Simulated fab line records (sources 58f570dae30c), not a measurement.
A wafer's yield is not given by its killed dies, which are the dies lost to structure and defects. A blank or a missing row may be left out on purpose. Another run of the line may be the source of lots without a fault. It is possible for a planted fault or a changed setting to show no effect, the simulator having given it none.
Which of the tools did it? :: flow berkeleyCmos170 :: 21 wafers sampled from 7 lots at 1 step of a route of 331

== WHAT EACH GAUGE READ, for each wafer ==
UCB170_SILICIDE_RS_MEAS_02: the measuring method here is four-point-probe.
lot: L290
measured: day 8 07:15
on: filmMetro-04
SILICIDE_TI_RS (ohm/sq): 26.8 26.6 26.4

lot: L291
measured: day 8 19:41
on: filmMetro-04
SILICIDE_TI_RS (ohm/sq): 25.4 25.8 25.9

lot: L295
measured: day 9 10:22
on: filmMetro-01
SILICIDE_TI_RS (ohm/sq): 26.3 26.3 26.3

lot: L301
measured: day 10 12:38
on: filmMetro-04
SILICIDE_TI_RS (ohm/sq): 26.4 26.1 26.6

lot: L304
measured: day 11 04:09
on: filmMetro-04
SILICIDE_TI_RS (ohm/sq): 26.2 26.4 25.8

lot: L307
measured: day 11 17:13
on: filmMetro-01
SILICIDE_TI_RS (ohm/sq): 26.3 26.0 25.9

lot: L309
measured: day 12 10:05
on: filmMetro-03
SILICIDE_TI_RS (ohm/sq): 26.4 26.6 26.5

== WHAT TOOL EACH LOT RAN ON (gives the tool, then ch and the chambers of the sampled wafers, and finally the start) ==
No process step before these readings appears in the record.

== THE ANSWER, worked out from the rows above alone ==
Rule: what is usual is taken from the lots themselves. The widest of any qualifying gaps counts: lots, ordered by their means at a reading, are off when they make up no more than a third of the lots, leave a main group of 4 or more, and stand apart from it by 3 or more times the standard deviation of that group's means. Not used: any main group whose means are identical at the precision the tables above print for the reading. Also off: a lot with no number at a reading for which 4 or more lots have one. Where the step has rows for the other lots, those lots are counted as sound.
Across all readings shown, no lot is off: no conclusion can be drawn from this.

== WHAT HAD BEEN PUT IN BY THE SIMULATOR ==
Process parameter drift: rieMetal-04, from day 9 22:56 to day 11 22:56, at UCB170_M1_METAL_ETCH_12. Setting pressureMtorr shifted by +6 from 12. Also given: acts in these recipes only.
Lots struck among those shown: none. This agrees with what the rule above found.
